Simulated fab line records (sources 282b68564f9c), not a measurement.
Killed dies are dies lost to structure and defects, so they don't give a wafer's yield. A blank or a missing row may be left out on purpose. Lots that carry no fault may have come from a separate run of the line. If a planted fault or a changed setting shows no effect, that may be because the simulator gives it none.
Code-filled problem report in 8D (eight disciplines) form | flow rit_cmos | the parts of the form that need people (team, actions taken, sign-off) are left out

== 1. THE PROBLEM ==
RIT_M1_PROBE_99, killed_at_front_end: mean 29.7 on 3 wafers (1 lot); fault-free wafers 7.0, standard deviation 2.9. That puts it +7.8 standard deviations away from the usual mean.
First observed at day 6 19:27: wafer L466.1, on prober-01. Wafers with a number at this step in the record: 6, from 2 lots. Rule for "out", or "out of limits": more than 4 standard deviations from the usual mean. Any other wafer with a number is counted as sound.

== 2. WHAT IT IS, WHAT IT ISN'T ==
question                    | is                                              | is not
which readings at this step | killed_at_front_end, killed_dies, killed_on_rim | killed_at_contacts, killed_open, killed_short
which lots                  | L466                                            | L459
which wafers of those lots  | all that have a number                          | -
read on which tools         | prober-01                                       | prober-02
when                        | from day 6 19:27                                | up to then (3 sound wafers)

== 3. THE SUSPECTS, EACH WITH WHAT RULES IT OUT ==
Counting: a tool at any process step up to the reading remains a suspect when it ran all the lots that are out and ran no sound lot after the first of those.
- wet_bench-03 at RIT_SPACER_CLEAN_00 (cleans in SC1, time 600 s): kept. It ran the lot that is out, L466 (day 6 04:58), and no sound lot after that; its last sound lot up to then is L459 (day 4 21:21).
- prober-01 at RIT_M1_PROBE_99: kept. It ran the lot that is out, L466 (day 6 19:27), and no sound lot after that. Its own readings are out on those wafers: killed_at_front_end, killed_dies, killed_on_rim.
After counting, wet_bench-03 at RIT_SPACER_CLEAN_00 and prober-01 at RIT_M1_PROBE_99 remain.

== 4. THE CAUSE (what the simulator had put in) ==
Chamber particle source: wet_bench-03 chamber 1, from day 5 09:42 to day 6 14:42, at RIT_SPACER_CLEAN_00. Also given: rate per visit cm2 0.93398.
Of the 2 suspects that counting leaves, this tool is one.

== 5. SEQUENCE OF EFFECTS, ordered by route ==
One row per reading whose mean, taken over the struck wafers that have a number, lies over 3 standard deviations from the usual. Readings are gone through only where the record gives a usual standard deviation; hours: the median, over the lots, of the time from a lot's start at the first step in this table giving one to that lot's start at this step; sigmas: the change measured in usual standard deviations.
hours | step            | reading             | usual | on struck wafers | change | sigmas
0     | RIT_M1_PROBE_99 | killed_at_front_end | 7.0   | 29.7             | +22.7  | +7.8
0     | RIT_M1_PROBE_99 | killed_dies         | 7.0   | 29.7             | +22.7  | +7.8
0     | RIT_M1_PROBE_99 | killed_on_rim       | 1.8   | 9.7              | +7.9   | +5.6
Its process steps:
- RIT_M1_PROBE_99

== 6. WHAT WOULD HAVE CAUGHT IT SOONER ==
34 hours passed between the start of the fault at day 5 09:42 and the first reading out of limits in this record, taken at day 6 19:27.
Lots out: 1; all had begun RIT_SPACER_CLEAN_00 on wet_bench-03 by day 6 19:27. Holding the tool at that point would not have protected any of them.
